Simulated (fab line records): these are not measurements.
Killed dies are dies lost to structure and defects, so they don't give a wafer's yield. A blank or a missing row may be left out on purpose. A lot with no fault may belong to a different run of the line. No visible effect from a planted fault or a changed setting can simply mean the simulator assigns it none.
fab line records :: flow ritCmos
[record]
  lots = 14
  wafers = 42
  lastDay = 8
route steps=202 shown SILICIDE@162
lots that met no fault: taken from a fault-free run of the same line
startH: start of the lot's first displayed wafer, in hours after the record's first day :: waitH: how many hours have passed since the lot's step before this one :: " identical to the entry in the row above :: L1.1+2: several wafers, shown together as one row :: - either no value or no given start :: * or withheld: withheld :: < > ~ a bound
route shown NAME@n: NAME is a module with steps in the file, n the number in the route of the first one :: usual: mean/standard deviation taken from wafers without a fault :: same: alike in all rows :: chamber/n: place in a boat :: sites: readings site by site :: _std_site: standard deviation across them :: _edge_site: inner sites' mean taken away from outer sites' mean :: radiusMm: for every site, how far away it sits from the centre of the wafer :: mask NAME#n: copy n :: behind: the most recent tool/chamber to have shaped the wafer :: hold: cause of the lot's hold/its duration in hours/its outcome :: device: the transistor (n, p or np) that didn't switch :: end of line: the tests these same wafers got at the end of their route :: step lacking rows: just its recipe :: killed: dies that structure and defects cost at the first sort, which is not the same as the wafer's yield :: map: a wafer's dies, x killed, . not, _ none there
set.NAME: the run value of the setting; set.NAME@STEP: its run value at that earlier step :: model.NAME: the simulator's own value behind a step, which no gauge read
the route's steps for a sample of lots (tables are steps, rows are wafers)
services: the hour from which a tool's chamber was out of use, counted from the record's first day as startH (under 0 if before that day), plus the number of hours and why
[[steps]]
[step RIT_SILICIDE_SPUTTER_01]
[recipe]
  material = Ti
  targetThkNm = 30
  powerW = 350
  chamberPressurePa = 0.667
  gas = Ar
  timeS = 240
  substrateTempC = 25
[usual]
  cathodeDcPowerW = 350.00/0.062
  chamberPressurePa = 0.6668/0.0013
  throttleValvePct = 30.4/0.98
lot.wafer: L954.2
tool: pvdSputter-02
chamber: -
startH: 56.62
waitH: 0.0
cathodeDcPowerW: 349.94
chamberPressurePa: 0.6676
throttleValvePct: 30.1

lot.wafer: L954.3
tool: pvdSputter-02
chamber: -
startH: 56.62
waitH: 0.0
cathodeDcPowerW: 349.93
chamberPressurePa: 0.6659
throttleValvePct: 31.0

lot.wafer: L954.5
tool: pvdSputter-02
chamber: -
startH: 56.62
waitH: 0.0
cathodeDcPowerW: 350.00
chamberPressurePa: 0.6661
throttleValvePct: 31.1

lot.wafer: L955.1
tool: pvdSputter-03
chamber: -
startH: 59.17
waitH: 0.0
cathodeDcPowerW: 350.02
chamberPressurePa: 0.6689
throttleValvePct: 32.0

lot.wafer: L955.2
tool: pvdSputter-03
chamber: -
startH: 59.17
waitH: 0.0
cathodeDcPowerW: 349.89
chamberPressurePa: 0.6676
throttleValvePct: 30.2

lot.wafer: L955.4
tool: pvdSputter-03
chamber: -
startH: 59.17
waitH: 0.0
cathodeDcPowerW: 349.96
chamberPressurePa: 0.6667
throttleValvePct: 32.3

lot.wafer: L957.2
tool: pvdSputter-02
chamber: -
startH: 67.75
waitH: 0.0
cathodeDcPowerW: 350.03
chamberPressurePa: 0.6664
throttleValvePct: 31.0

lot.wafer: L957.4
tool: pvdSputter-02
chamber: -
startH: 67.75
waitH: 0.0
cathodeDcPowerW: 349.87
chamberPressurePa: 0.6680
throttleValvePct: 29.9

lot.wafer: L957.6
tool: pvdSputter-02
chamber: -
startH: 67.75
waitH: 0.0
cathodeDcPowerW: 349.98
chamberPressurePa: 0.6655
throttleValvePct: 30.4

lot.wafer: L960.1
tool: pvdSputter-04
chamber: -
startH: 79.88
waitH: 0.0
cathodeDcPowerW: 350.08
chamberPressurePa: 0.6668
throttleValvePct: 29.4

lot.wafer: L960.4
tool: pvdSputter-04
chamber: -
startH: 79.88
waitH: 0.0
cathodeDcPowerW: 350.02
chamberPressurePa: 0.6686
throttleValvePct: 30.4

lot.wafer: L960.6
tool: pvdSputter-04
chamber: -
startH: 79.88
waitH: 0.0
cathodeDcPowerW: 350.02
chamberPressurePa: 0.6660
throttleValvePct: 31.1

lot.wafer: L962.1
tool: pvdSputter-03
chamber: -
startH: 93.07
waitH: 0.0
cathodeDcPowerW: 350.03
chamberPressurePa: 0.6648
throttleValvePct: 30.0

lot.wafer: L962.2
tool: pvdSputter-03
chamber: -
startH: 93.07
waitH: 0.0
cathodeDcPowerW: 350.18
chamberPressurePa: 0.6657
throttleValvePct: 32.4

lot.wafer: L962.5
tool: pvdSputter-03
chamber: -
startH: 93.07
waitH: 0.0
cathodeDcPowerW: 350.02
chamberPressurePa: 0.6658
throttleValvePct: 32.4

lot.wafer: L965.2
tool: pvdSputter-03
chamber: -
startH: 106.47
waitH: 0.0
cathodeDcPowerW: 349.98
chamberPressurePa: 0.6665
throttleValvePct: 30.0

lot.wafer: L965.4
tool: pvdSputter-03
chamber: -
startH: 106.47
waitH: 0.0
cathodeDcPowerW: 349.99
chamberPressurePa: 0.6655
throttleValvePct: 32.4

lot.wafer: L965.5
tool: pvdSputter-03
chamber: -
startH: 106.47
waitH: 0.0
cathodeDcPowerW: 349.99
chamberPressurePa: 0.6665
throttleValvePct: 29.1

lot.wafer: L966.2
tool: pvdSputter-04
chamber: -
startH: 109.62
waitH: 0.0
cathodeDcPowerW: 349.94
chamberPressurePa: 0.6663
throttleValvePct: 30.2

lot.wafer: L966.4
tool: pvdSputter-04
chamber: -
startH: 109.62
waitH: 0.0
cathodeDcPowerW: 349.98
chamberPressurePa: 0.6686
throttleValvePct: 31.1

lot.wafer: L966.6
tool: pvdSputter-04
chamber: -
startH: 109.62
waitH: 0.0
cathodeDcPowerW: 349.99
chamberPressurePa: 0.6656
throttleValvePct: 29.8

lot.wafer: L967.1
tool: pvdSputter-03
chamber: -
startH: 116.25
waitH: 0.0
cathodeDcPowerW: 350.00
chamberPressurePa: 0.6673
throttleValvePct: 32.3

lot.wafer: L967.3
tool: pvdSputter-03
chamber: -
startH: 116.25
waitH: 0.0
cathodeDcPowerW: 350.04
chamberPressurePa: 0.6665
throttleValvePct: 32.2

lot.wafer: L967.4
tool: pvdSputter-03
chamber: -
startH: 116.25
waitH: 0.0
cathodeDcPowerW: 349.95
chamberPressurePa: 0.6677
throttleValvePct: 29.3

lot.wafer: L968.2
tool: pvdSputter-04
chamber: -
startH: 120.04
waitH: 0.0
cathodeDcPowerW: 350.07
chamberPressurePa: 0.6669
throttleValvePct: 29.7

lot.wafer: L968.4
tool: pvdSputter-04
chamber: -
startH: 120.04
waitH: 0.0
cathodeDcPowerW: 350.09
chamberPressurePa: 0.6663
throttleValvePct: 31.3

lot.wafer: L968.5
tool: pvdSputter-04
chamber: -
startH: 120.04
waitH: 0.0
cathodeDcPowerW: 349.99
chamberPressurePa: 0.6656
throttleValvePct: 31.2

lot.wafer: L969.1
tool: pvdSputter-03
chamber: -
startH: 129.96
waitH: 0.0
cathodeDcPowerW: 349.89
chamberPressurePa: 0.6676
throttleValvePct: 30.1

lot.wafer: L969.5
tool: pvdSputter-03
chamber: -
startH: 129.96
waitH: 0.0
cathodeDcPowerW: 350.08
chamberPressurePa: 0.6657
throttleValvePct: 31.9

lot.wafer: L969.6
tool: pvdSputter-03
chamber: -
startH: 129.96
waitH: 0.0
cathodeDcPowerW: 350.00
chamberPressurePa: 0.6679
throttleValvePct: 32.6

lot.wafer: L970.1
tool: pvdSputter-04
chamber: -
startH: 138.33
waitH: 0.0
cathodeDcPowerW: 350.10
chamberPressurePa: 0.6666
throttleValvePct: 30.0

lot.wafer: L970.2
tool: pvdSputter-04
chamber: -
startH: 138.33
waitH: 0.0
cathodeDcPowerW: 350.07
chamberPressurePa: 0.6665
throttleValvePct: 30.9

lot.wafer: L970.4
tool: pvdSputter-04
chamber: -
startH: 138.33
waitH: 0.0
cathodeDcPowerW: 349.99
chamberPressurePa: 0.6705
throttleValvePct: 30.3

lot.wafer: L971.1
tool: pvdSputter-02
chamber: -
startH: 139.81
waitH: 0.0
cathodeDcPowerW: -
chamberPressurePa: -
throttleValvePct: -

lot.wafer: L971.3
tool: pvdSputter-02
chamber: -
startH: 139.81
waitH: 0.0
cathodeDcPowerW: -
chamberPressurePa: -
throttleValvePct: -

lot.wafer: L971.5
tool: pvdSputter-02
chamber: -
startH: 139.81
waitH: 0.0
cathodeDcPowerW: -
chamberPressurePa: -
throttleValvePct: -

lot.wafer: L972.1
tool: pvdSputter-04
chamber: -
startH: 150.46
waitH: 0.0
cathodeDcPowerW: -
chamberPressurePa: -
throttleValvePct: -

lot.wafer: L972.3
tool: pvdSputter-04
chamber: -
startH: 150.46
waitH: 0.0
cathodeDcPowerW: -
chamberPressurePa: -
throttleValvePct: -

lot.wafer: L972.4
tool: pvdSputter-04
chamber: -
startH: 150.46
waitH: 0.0
cathodeDcPowerW: -
chamberPressurePa: -
throttleValvePct: -

lot.wafer: L977.1
tool: pvdSputter-03
chamber: -
startH: 175.80
waitH: 0.0
cathodeDcPowerW: 350.01
chamberPressurePa: 0.6673
throttleValvePct: 32.4

lot.wafer: L977.2
tool: pvdSputter-03
chamber: -
startH: 175.80
waitH: 0.0
cathodeDcPowerW: 350.01
chamberPressurePa: 0.6672
throttleValvePct: 29.6

lot.wafer: L977.3
tool: pvdSputter-03
chamber: -
startH: 175.80
waitH: 0.0
cathodeDcPowerW: 350.06
chamberPressurePa: 0.6668
throttleValvePct: 32.1
[step RIT_SILICIDE_RS_MEAS_02]
[recipe]
  thkMeasGauge = four-point-probe
  reads = Ti_of_SILICIDE_SPUTTER_01
[usual]
  SILICIDE_TI_RS = 48.1/0.76
lot.wafer: L954.2
tool: filmMetro-03
chamber: -
startH: 56.79
waitH: 0.1
SILICIDE_TI_RS[ohm/sq]: 47.4

lot.wafer: L954.3
tool: filmMetro-03
chamber: -
startH: 56.79
waitH: 0.1
SILICIDE_TI_RS[ohm/sq]: 48.0

lot.wafer: L954.5
tool: filmMetro-03
chamber: -
startH: 56.79
waitH: 0.1
SILICIDE_TI_RS[ohm/sq]: 47.4

lot.wafer: L955.1
tool: filmMetro-03
chamber: -
startH: 59.32
waitH: 0.1
SILICIDE_TI_RS[ohm/sq]: 47.1

lot.wafer: L955.2
tool: filmMetro-03
chamber: -
startH: 59.32
waitH: 0.1
SILICIDE_TI_RS[ohm/sq]: 48.3

lot.wafer: L955.4
tool: filmMetro-03
chamber: -
startH: 59.32
waitH: 0.1
SILICIDE_TI_RS[ohm/sq]: 47.6

lot.wafer: L957.2
tool: filmMetro-03
chamber: -
startH: 67.92
waitH: 0.1
SILICIDE_TI_RS[ohm/sq]: 48.1

lot.wafer: L957.4
tool: filmMetro-03
chamber: -
startH: 67.92
waitH: 0.1
SILICIDE_TI_RS[ohm/sq]: 48.1

lot.wafer: L957.6
tool: filmMetro-03
chamber: -
startH: 67.92
waitH: 0.1
SILICIDE_TI_RS[ohm/sq]: 49.2

lot.wafer: L960.1
tool: filmMetro-02
chamber: -
startH: 80.03
waitH: 0.1
SILICIDE_TI_RS[ohm/sq]: 49.9

lot.wafer: L960.4
tool: filmMetro-02
chamber: -
startH: 80.03
waitH: 0.1
SILICIDE_TI_RS[ohm/sq]: 49.6

lot.wafer: L960.6
tool: filmMetro-02
chamber: -
startH: 80.03
waitH: 0.1
SILICIDE_TI_RS[ohm/sq]: 48.1

lot.wafer: L962.1
tool: filmMetro-02
chamber: -
startH: 93.22
waitH: 0.1
SILICIDE_TI_RS[ohm/sq]: 47.9

lot.wafer: L962.2
tool: filmMetro-02
chamber: -
startH: 93.22
waitH: 0.1
SILICIDE_TI_RS[ohm/sq]: 47.0

lot.wafer: L962.5
tool: filmMetro-02
chamber: -
startH: 93.22
waitH: 0.1
SILICIDE_TI_RS[ohm/sq]: 46.7

lot.wafer: L965.2
tool: filmMetro-02
chamber: -
startH: 106.64
waitH: 0.1
SILICIDE_TI_RS[ohm/sq]: 47.6

lot.wafer: L965.4
tool: filmMetro-02
chamber: -
startH: 106.64
waitH: 0.1
SILICIDE_TI_RS[ohm/sq]: 47.6

lot.wafer: L965.5
tool: filmMetro-02
chamber: -
startH: 106.64
waitH: 0.1
SILICIDE_TI_RS[ohm/sq]: 46.8

lot.wafer: L966.2
tool: filmMetro-02
chamber: -
startH: 109.79
waitH: 0.1
SILICIDE_TI_RS[ohm/sq]: 48.4

lot.wafer: L966.4
tool: filmMetro-02
chamber: -
startH: 109.79
waitH: 0.1
SILICIDE_TI_RS[ohm/sq]: 47.5

lot.wafer: L966.6
tool: filmMetro-02
chamber: -
startH: 109.79
waitH: 0.1
SILICIDE_TI_RS[ohm/sq]: 48.9

lot.wafer: L967.1
tool: filmMetro-03
chamber: -
startH: 116.40
waitH: 0.1
SILICIDE_TI_RS[ohm/sq]: 47.2

lot.wafer: L967.3
tool: filmMetro-03
chamber: -
startH: 116.40
waitH: 0.1
SILICIDE_TI_RS[ohm/sq]: 47.0

lot.wafer: L967.4
tool: filmMetro-03
chamber: -
startH: 116.40
waitH: 0.1
SILICIDE_TI_RS[ohm/sq]: 46.7

lot.wafer: L968.2
tool: filmMetro-04
chamber: -
startH: 120.21
waitH: 0.1
SILICIDE_TI_RS[ohm/sq]: 49.2

lot.wafer: L968.4
tool: filmMetro-04
chamber: -
startH: 120.21
waitH: 0.1
SILICIDE_TI_RS[ohm/sq]: 47.7

lot.wafer: L968.5
tool: filmMetro-04
chamber: -
startH: 120.21
waitH: 0.1
SILICIDE_TI_RS[ohm/sq]: 48.1

lot.wafer: L969.1
tool: filmMetro-02
chamber: -
startH: 130.11
waitH: 0.1
SILICIDE_TI_RS[ohm/sq]: 48.1

lot.wafer: L969.5
tool: filmMetro-02
chamber: -
startH: 130.11
waitH: 0.1
SILICIDE_TI_RS[ohm/sq]: 47.5

lot.wafer: L969.6
tool: filmMetro-02
chamber: -
startH: 130.11
waitH: 0.1
SILICIDE_TI_RS[ohm/sq]: 47.1

lot.wafer: L970.1
tool: filmMetro-02
chamber: -
startH: 138.48
waitH: 0.1
SILICIDE_TI_RS[ohm/sq]: 48.2

lot.wafer: L970.2
tool: filmMetro-02
chamber: -
startH: 138.48
waitH: 0.1
SILICIDE_TI_RS[ohm/sq]: 47.5

lot.wafer: L970.4
tool: filmMetro-02
chamber: -
startH: 138.48
waitH: 0.1
SILICIDE_TI_RS[ohm/sq]: 47.7

lot.wafer: L971.1
tool: filmMetro-02
chamber: -
startH: 139.96
waitH: 0.1
SILICIDE_TI_RS[ohm/sq]: -

lot.wafer: L971.3
tool: filmMetro-02
chamber: -
startH: 139.96
waitH: 0.1
SILICIDE_TI_RS[ohm/sq]: -

lot.wafer: L971.5
tool: filmMetro-02
chamber: -
startH: 139.96
waitH: 0.1
SILICIDE_TI_RS[ohm/sq]: -

lot.wafer: L972.1
tool: filmMetro-03
chamber: -
startH: 150.61
waitH: 0.1
SILICIDE_TI_RS[ohm/sq]: -

lot.wafer: L972.3
tool: filmMetro-03
chamber: -
startH: 150.61
waitH: 0.1
SILICIDE_TI_RS[ohm/sq]: -

lot.wafer: L972.4
tool: filmMetro-03
chamber: -
startH: 150.61
waitH: 0.1
SILICIDE_TI_RS[ohm/sq]: -

lot.wafer: L977.1
tool: filmMetro-02
chamber: -
startH: 175.95
waitH: 0.1
SILICIDE_TI_RS[ohm/sq]: 47.6

lot.wafer: L977.2
tool: filmMetro-02
chamber: -
startH: 175.95
waitH: 0.1
SILICIDE_TI_RS[ohm/sq]: 48.1

lot.wafer: L977.3
tool: filmMetro-02
chamber: -
startH: 175.95
waitH: 0.1
SILICIDE_TI_RS[ohm/sq]: 47.1
[step RIT_SILICIDE_THK_MEAS_03]
[recipe]
  thkMeasGauge = xrf
  reads = Ti_of_SILICIDE_SPUTTER_01
[usual]
  SILICIDE_TI_THK = 30.4/0.41
lot.wafer: L954.2
tool: filmMetro-03
chamber: -
startH: 56.90
waitH: 0.1
SILICIDE_TI_THK[nm]: 30.8

lot.wafer: L954.3
tool: filmMetro-03
chamber: -
startH: 56.90
waitH: 0.1
SILICIDE_TI_THK[nm]: 30.5

lot.wafer: L954.5
tool: filmMetro-03
chamber: -
startH: 56.90
waitH: 0.1
SILICIDE_TI_THK[nm]: 30.9

lot.wafer: L955.1
tool: filmMetro-03
chamber: -
startH: 59.44
waitH: 0.1
SILICIDE_TI_THK[nm]: 30.8

lot.wafer: L955.2
tool: filmMetro-03
chamber: -
startH: 59.44
waitH: 0.1
SILICIDE_TI_THK[nm]: 30.4

lot.wafer: L955.4
tool: filmMetro-03
chamber: -
startH: 59.44
waitH: 0.1
SILICIDE_TI_THK[nm]: 30.6

lot.wafer: L957.2
tool: filmMetro-03
chamber: -
startH: 68.03
waitH: 0.1
SILICIDE_TI_THK[nm]: 30.4

lot.wafer: L957.4
tool: filmMetro-03
chamber: -
startH: 68.03
waitH: 0.1
SILICIDE_TI_THK[nm]: 30.3

lot.wafer: L957.6
tool: filmMetro-03
chamber: -
startH: 68.03
waitH: 0.1
SILICIDE_TI_THK[nm]: 30.0

lot.wafer: L960.1
tool: filmMetro-02
chamber: -
startH: 80.15
waitH: 0.1
SILICIDE_TI_THK[nm]: 29.5

lot.wafer: L960.4
tool: filmMetro-02
chamber: -
startH: 80.15
waitH: 0.1
SILICIDE_TI_THK[nm]: 29.8

lot.wafer: L960.6
tool: filmMetro-02
chamber: -
startH: 80.15
waitH: 0.1
SILICIDE_TI_THK[nm]: 30.6

lot.wafer: L962.1
tool: filmMetro-02
chamber: -
startH: 93.34
waitH: 0.1
SILICIDE_TI_THK[nm]: 30.7

lot.wafer: L962.2
tool: filmMetro-02
chamber: -
startH: 93.34
waitH: 0.1
SILICIDE_TI_THK[nm]: 31.1

lot.wafer: L962.5
tool: filmMetro-02
chamber: -
startH: 93.34
waitH: 0.1
SILICIDE_TI_THK[nm]: 31.3

lot.wafer: L965.2
tool: filmMetro-02
chamber: -
startH: 106.75
waitH: 0.1
SILICIDE_TI_THK[nm]: 30.5

lot.wafer: L965.4
tool: filmMetro-02
chamber: -
startH: 106.75
waitH: 0.1
SILICIDE_TI_THK[nm]: 30.7

lot.wafer: L965.5
tool: filmMetro-02
chamber: -
startH: 106.75
waitH: 0.1
SILICIDE_TI_THK[nm]: 30.9

lot.wafer: L966.2
tool: filmMetro-02
chamber: -
startH: 109.90
waitH: 0.1
SILICIDE_TI_THK[nm]: 30.1

lot.wafer: L966.4
tool: filmMetro-02
chamber: -
startH: 109.90
waitH: 0.1
SILICIDE_TI_THK[nm]: 30.6

lot.wafer: L966.6
tool: filmMetro-02
chamber: -
startH: 109.90
waitH: 0.1
SILICIDE_TI_THK[nm]: 29.9

lot.wafer: L967.1
tool: filmMetro-03
chamber: -
startH: 116.52
waitH: 0.1
SILICIDE_TI_THK[nm]: 31.0

lot.wafer: L967.3
tool: filmMetro-03
chamber: -
startH: 116.52
waitH: 0.1
SILICIDE_TI_THK[nm]: 31.1

lot.wafer: L967.4
tool: filmMetro-03
chamber: -
startH: 116.52
waitH: 0.1
SILICIDE_TI_THK[nm]: 31.3

lot.wafer: L968.2
tool: filmMetro-04
chamber: -
startH: 120.32
waitH: 0.1
SILICIDE_TI_THK[nm]: 29.7

lot.wafer: L968.4
tool: filmMetro-04
chamber: -
startH: 120.32
waitH: 0.1
SILICIDE_TI_THK[nm]: 30.3

lot.wafer: L968.5
tool: filmMetro-04
chamber: -
startH: 120.32
waitH: 0.1
SILICIDE_TI_THK[nm]: 30.3

lot.wafer: L969.1
tool: filmMetro-02
chamber: -
startH: 130.23
waitH: 0.1
SILICIDE_TI_THK[nm]: 30.4

lot.wafer: L969.5
tool: filmMetro-02
chamber: -
startH: 130.23
waitH: 0.1
SILICIDE_TI_THK[nm]: 30.6

lot.wafer: L969.6
tool: filmMetro-02
chamber: -
startH: 130.23
waitH: 0.1
SILICIDE_TI_THK[nm]: 30.8

lot.wafer: L970.1
tool: filmMetro-02
chamber: -
startH: 138.60
waitH: 0.1
SILICIDE_TI_THK[nm]: 30.3

lot.wafer: L970.2
tool: filmMetro-02
chamber: -
startH: 138.60
waitH: 0.1
SILICIDE_TI_THK[nm]: 30.8

lot.wafer: L970.4
tool: filmMetro-02
chamber: -
startH: 138.60
waitH: 0.1
SILICIDE_TI_THK[nm]: 30.5

lot.wafer: L971.1
tool: filmMetro-02
chamber: -
startH: 140.08
waitH: 0.1
SILICIDE_TI_THK[nm]: <0.0

lot.wafer: L971.3
tool: filmMetro-02
chamber: -
startH: 140.08
waitH: 0.1
SILICIDE_TI_THK[nm]: <0.0

lot.wafer: L971.5
tool: filmMetro-02
chamber: -
startH: 140.08
waitH: 0.1
SILICIDE_TI_THK[nm]: <0.0

lot.wafer: L972.1
tool: filmMetro-03
chamber: -
startH: 150.73
waitH: 0.1
SILICIDE_TI_THK[nm]: <0.0

lot.wafer: L972.3
tool: filmMetro-03
chamber: -
startH: 150.73
waitH: 0.1
SILICIDE_TI_THK[nm]: <0.0

lot.wafer: L972.4
tool: filmMetro-03
chamber: -
startH: 150.73
waitH: 0.1
SILICIDE_TI_THK[nm]: <0.0

lot.wafer: L977.1
tool: filmMetro-02
chamber: -
startH: 176.07
waitH: 0.1
SILICIDE_TI_THK[nm]: 30.6

lot.wafer: L977.2
tool: filmMetro-02
chamber: -
startH: 176.07
waitH: 0.1
SILICIDE_TI_THK[nm]: 30.5

lot.wafer: L977.3
tool: filmMetro-02
chamber: -
startH: 176.07
waitH: 0.1
SILICIDE_TI_THK[nm]: 31.0
[[services]]
tool: pvdSputter-02
chamber: -
startH: 87.16
hours: 8.4
kind: repair

tool: pvdSputter-04
chamber: -
startH: 105.07
hours: 0.7
kind: repair

tool: pvdSputter-04
chamber: -
startH: 114.59
hours: 4.7
kind: repair

tool: pvdSputter-04
chamber: -
startH: 124.54
hours: 1.8
kind: repair
[[key]]
[firstSign]
  step = RIT_SILICIDE_SPUTTER_01
  reading = toolRecord
  direction = missing
[effect]
  step = RIT_SILICIDE_RS_MEAS_02
  reading = SILICIDE_TI_RS
  direction = missing
[effect]
  step = RIT_SILICIDE_THK_MEAS_03
  reading = SILICIDE_TI_THK
  direction = down
  sigmas = 74
  usual = 30.4
  struck = <0.0
metAt RIT_SILICIDE_SPUTTER_01
struckLots L971,L972
laterRowsLeftOut L971.1,L971.3,L971.5,L972.1,L972.3,L972.4
sortLeftOut L971.1,L971.3,L971.5,L972.1,L972.3,L972.4
testerLeftOut L971,L972
onsetBetween 138.33 139.81
[fault]
  kind = skippedStepWhole
  tool = pvdSputter-02,pvdSputter-04
  chamber = -
  onsetH = 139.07
  steps = RIT_SILICIDE_SPUTTER_01
  scope = struckLotsOnly
// testerLeftOut: of these lots the tester's yield and bins aren't shown, on N5 and GAA mostly nor the transistor test; their killed dies are dies lost to structure and defects alone, not to doping, threshold or leakage, so they don't give the yield
// sortLeftOut: the simulated sort isn't trusted on such a fault, so these wafers' sort isn't shown, and their yield isn't known
// laterRowsLeftOut: the simulator's readings of these wafers behind a module that went badly wrong aren't trusted and aren't shown, but for the sort
